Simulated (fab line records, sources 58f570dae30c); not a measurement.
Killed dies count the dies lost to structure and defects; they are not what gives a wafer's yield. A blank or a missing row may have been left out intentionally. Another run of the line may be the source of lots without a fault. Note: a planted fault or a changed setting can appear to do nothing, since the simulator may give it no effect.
Which of the tools did it? -- flow berkeley-cmos170 -- 42 wafers sampled from 14 lots at 1 step of a route of 331

== WHAT EACH GAUGE READ, for each wafer ==
The record lacks any reading of a measuring or inspecting step that a usual standard deviation could be used to judge.

== WHAT TOOL EACH LOT RAN ON (gives the tool, then ch and the chambers of the sampled wafers, and finally the start) ==
lot,UCB170_NWELL_PEB_10
L337,"litho-track-03 ch 0, day 2 19:47"
L340,"litho-track-02 ch 0, day 3 07:50"
L342,"litho-track-01 ch 0, day 3 23:12"
L343,"litho-track-03 ch 0, day 4 02:18"
L345,"litho-track-02 ch 0, day 4 09:07"
L344,"litho-track-03, day 4 09:16"
L347,"litho-track-02, day 4 22:53"
L350,"litho-track-01 ch 0, day 5 16:32"
L352,"litho-track-02 ch 0, day 6 14:19"
L353,"litho-track-03 ch 0, day 6 14:26"
L354,"litho-track-02 ch 0, day 6 22:20"
L355,"litho-track-02 ch 0, day 6 22:38"
L356,"litho-track-01 ch 0, day 7 05:23"
L358,"litho-track-03 ch 0, day 7 05:34"
- UCB170_NWELL_PEB_10

== AS READ BY THE TOOLS THEMSELVES (means over the sampled wafers that have a number; for cases with no such wafer, the mark the record gives instead) ==
UCB170_NWELL_PEB_10. Usual: chill-plate-temp-C 23.02 C, standard deviation 0.094; exhaust-pa 45.2 Pa, standard deviation 0.98; plate-temp-C 129.98 C, standard deviation 0.15.
lot,tool,chill-plate-temp-C (C),exhaust-pa (Pa),plate-temp-C (C),flag
L337,litho-track-03,23.06,44.3,130.02,
L340,litho-track-02,22.95,45.3,129.92,
L342,litho-track-01,23.01,44.1,130.04,
L343,litho-track-03,23.01,45.8,129.97,
L345,litho-track-02,23.09,45.2,130.19,
L344,litho-track-03,-,-,-,OFF
L347,litho-track-02,-,-,-,OFF
L350,litho-track-01,22.99,44.4,129.96,
L352,litho-track-02,23.05,45.6,129.98,
L353,litho-track-03,23.04,45.1,129.94,
L354,litho-track-02,22.95,45.7,130.06,
L355,litho-track-02,22.89,44.4,129.91,
L356,litho-track-01,23.03,44.3,130.03,
L358,litho-track-03,23.01,45.1,129.97,

== THE ANSWER, worked out from the rows above alone ==
Rule: a lot counts as off when the mean over its wafers that have a number is more than 3 standard deviations away from the usual mean. Also off: a lot with no number at a reading for which 4 or more lots have one. All remaining lots with rows at the step are treated as sound. The gauges are gone through in route order, then the tools' own readings, and for those a lot's mean is taken as printed above. At the first step where some lot is off, the reading lying furthest off is the one used; lots without a number count as furthest.
Off, at UCB170_NWELL_PEB_10 on chill-plate-temp-C: L344, L347. Without a number there: L344, L347.
If a tool, at that step or one of the process steps before it, ran each lot that is off and ran no sound lot following the first of them, it fits. Of those tried, none fits.

== WHAT THE SIMULATOR HAD INSERTED ==
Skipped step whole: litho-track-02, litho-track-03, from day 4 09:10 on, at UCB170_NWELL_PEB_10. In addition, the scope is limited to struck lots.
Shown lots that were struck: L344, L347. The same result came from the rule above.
